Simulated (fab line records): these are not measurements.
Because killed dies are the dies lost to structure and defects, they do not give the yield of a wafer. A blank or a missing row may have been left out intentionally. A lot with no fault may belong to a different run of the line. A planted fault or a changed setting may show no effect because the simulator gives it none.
Split-lot trial	flow berkeley_cmos170	23 wafers read across 5 lots, on a route 331 steps long

## THE SPLIT ITSELF
At UCB170_NSD_COAT_01 (resist thk 900 nm), the setting resist_thk_nm was moved away from the recipe's 900 nm on 8 of the 23 wafers read, by -5.3% to +4.9%. All remaining wafers had this setting at the recipe value.

The reading comes from the split's own step.

## THE READING
KrF_of_NSD_COAT_01.thk_nm (the simulator's own value, which no gauge read), in nm, at UCB170_NSD_COAT_01 (resist thk 900 nm). The file does not state a usual value for it. Average 901.8 nm, standard deviation 1.3 nm, over the 15 wafers here run with the recipe.

wafer	tool, chamber at the split	resist_thk_nm as run, nm	against the recipe	KrF_of_NSD_COAT_01.thk_nm, nm	against lot-mates on the recipe
L074.1	litho_track-03, 0	900	recipe	902.7	-
L074.2	litho_track-03, 0	852.7	-5.3%	852.7	-50.5
L074.3	litho_track-03, 0	900	recipe	903.6	-
L074.4	litho_track-03, 0	852.7	-5.3%	854.7	-48.5
L074.5	litho_track-03, 0	852.7	-5.3%	853.9	-49.3
L075.1	litho_track-04, 0	943.7	+4.9%	946.6	+44.9
L075.2	litho_track-04, 0	900	recipe	900.3	-
L075.3	litho_track-04, 0	900	recipe	903.1	-
L075.4	litho_track-04, 0	943.7	+4.9%	946.5	+44.8
L075.5	litho_track-04, 0	900	recipe	901.7	-
L077.1	litho_track-02, 0	900	recipe	901.3	-
L077.2	litho_track-02, 0	900	recipe	902.9	-
L077.3	litho_track-02, 0	900	recipe	900.9	-
L077.4	litho_track-02, 0	900	recipe	900.4	-
L077.5	litho_track-02, 0	900	recipe	899.3	-
L084.1	litho_track-02, 0	865.1	-3.9%	869.3	-33.8
L084.2	litho_track-02, 0	865.1	-3.9%	866.5	-36.6
L084.4	litho_track-02, 0	865.1	-3.9%	868	-35.1
L084.5	litho_track-02, 0	900	recipe	904.4	-
L084.6	litho_track-02, 0	900	recipe	901.8	-
L085.1	litho_track-03, 0	900	recipe	900.9	-
L085.2	litho_track-03, 0	900	recipe	901.9	-
L085.4	litho_track-03, 0	900	recipe	901.1	-

FIT RESULTS
A straight line over all 23 wafers: KrF_of_NSD_COAT_01.thk_nm changes by +9.07 nm for each +1% of resist_thk_nm; r = +1.00; the points scatter about the line by 1.4 nm.
The same after taking each lot's own level away (the mean of its wafers on the recipe; 23 wafers): +9.27 nm for each +1%; r = +1.00; scatter 1.1 nm.
That fit puts the effect of the largest move of resist_thk_nm on the reading at 49 nm.
From 900.96 to 903.15 nm: that is the span of the lots' own levels, equal to 1.6 times the standard deviation above.
Consequently the slope shifts little with the lot-to-lot level, the two slopes agreeing.
Check: for one of the wafers moved furthest among these (-5.3%), held out of the fit, the line's prediction against its lot-mates is -48.4 nm. It came out at -50.5 nm against them.

## ADDITIONAL SPLITS CARRIED BY THESE WAFERS
Before the reading, these wafers also passed through other splits. Each is held against what the fit with the lots' levels taken away leaves over:
other split on the same wafers	wafers away from the commonest value	r with KrF_of_NSD_COAT_01.thk_nm (lot level and that fit taken away)
UCB170_GATE_OXIDATION_01 temp_c	10	-0.19
UCB170_GATE_PEB_10 peb_temp_c	7	-0.02
UCB170_PLDD_EXPOSE_03 dose_mj	11	-0.13
UCB170_NLDD_PEB_04 peb_temp_c	11	-0.11
UCB170_PSD_IMPLANT_08 energy_kev	7	+0.05

## THE WHOLE CHAIN: every reading that the file lists as answering this split, in the file's order
step	what it does	reading	change (the file's fit)	r (the file's)
UCB170_NSD_COAT_01	resist thk 900 nm	KrF_of_NSD_COAT_01.thk_nm (the simulator's own value, which no gauge read)	+9.27 nm for each +1% of the setting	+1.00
UCB170_NSD_STRIP_09	strips in O2	strip_time_to_endpoint_s	withheld for each +1% of the setting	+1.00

## FILE'S OWN FIT
KrF_of_NSD_COAT_01.thk_nm changes by +9.27 nm for each +1% of resist_thk_nm, r = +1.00.
